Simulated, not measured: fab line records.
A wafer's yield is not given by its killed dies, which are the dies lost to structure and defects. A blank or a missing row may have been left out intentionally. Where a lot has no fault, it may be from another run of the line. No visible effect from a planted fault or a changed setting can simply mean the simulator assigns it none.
Split-lot trial	flow rit cmos	23 wafers read across 5 lots, on a route 202 steps long

ABOUT THE SPLIT
At RIT_NRETRO_IMPLANT_08, the setting dose cm2 was moved away from the recipe's 1e+13 on 8 of the 23 wafers read, by -2.4% to +4.9%. This setting was run at the recipe's value on the other wafers.

FROM SPLIT TO READING: 1 step shown by the file between the two
- RIT_NRETRO_STRIP_09: strips in O2, time 180 s

THE READING
NRETRO_TW, at RIT_NRETRO_TW_MEAS_10. On this fab line, fault-free wafers typically give 1056 with a standard deviation of 5.5.

wafer	tool, chamber at the split	dose cm2 as run	against the recipe	NRETRO_TW	against lot-mates on the recipe
L077.1	implanter-01, 0	1.03e+13	+3.0%	1066	+10
L077.2	implanter-01, 0	1e+13	recipe	1052	-
L077.3	implanter-01, 0	1.03e+13	+3.0%	1068	+12
L077.5	implanter-01, 0	1.03e+13	+3.0%	1068	+12
L077.6	implanter-01, 0	1e+13	recipe	1060	-
L078.1	implanter-03, 0	1e+13	recipe	1052	-
L078.2	implanter-03, 0	1e+13	recipe	1058	-
L078.3	implanter-03, 0	1e+13	recipe	1053	-
L078.5	implanter-03, 0	1e+13	recipe	1048	-
L078.6	implanter-03, 0	1e+13	recipe	1051	-
L081.1	implanter-03, 0	1e+13	recipe	1057	-
L081.2	implanter-03, 0	1e+13	recipe	1052	-
L081.3	implanter-03, 0	1.049e+13	+4.9%	1073	+19
L081.4	implanter-03, 0	1e+13	recipe	1053	-
L081.5	implanter-03, 0	1.049e+13	+4.9%	1072	+18
L083.1	implanter-01, 0	1e+13	recipe	1056	-
L083.3	implanter-01, 0	1e+13	recipe	1058	-
L083.4	implanter-01, 0	1e+13	recipe	1062	-
L085.1	implanter-03, 0	1e+13	recipe	1065	-
L085.2	implanter-03, 0	9.761e+12	-2.4%	1053	-10
L085.3	implanter-03, 0	9.761e+12	-2.4%	1057	-6
L085.4	implanter-03, 0	9.761e+12	-2.4%	1049	-14
L085.5	implanter-03, 0	1e+13	recipe	1060	-

THE FIT
A straight line over all 23 wafers: NRETRO_TW changes by +2.98 for each +1% of dose cm2; r = +0.81; the points scatter about the line by 4.4.
The same after taking each lot's own level away (the mean of its wafers on the recipe; 23 wafers): +3.82 for each +1%; r = +0.94; scatter 2.8.
Per that fit: largest dose cm2 move, reading shift of 19.
The lots' own levels span 1052.4 to 1062.5, that is 1.8 times the standard deviation above.
So the slope is not independent of the lot-to-lot level: the two fits are not the same.
Check: with one of the wafers moved furthest among these (+4.9%) left out of the fit, the line predicts +18.5 for it against its lot-mates. It came out at +19 against them.

ADDITIONAL SPLITS CARRIED BY THESE WAFERS
Note: prior to the reading, these wafers also went through further splits. Each is held against what the fit with the lots' levels taken away leaves over:
other split on the same wafers	wafers away from the commonest value	r with NRETRO_TW (lot level and that fit taken away)
RIT_NWELL_IMPLANT_08 energy kev	5	+0.27

FILE'S OWN FIT
NRETRO_TW changes by +3.77 for each +1% of dose cm2, r = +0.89.
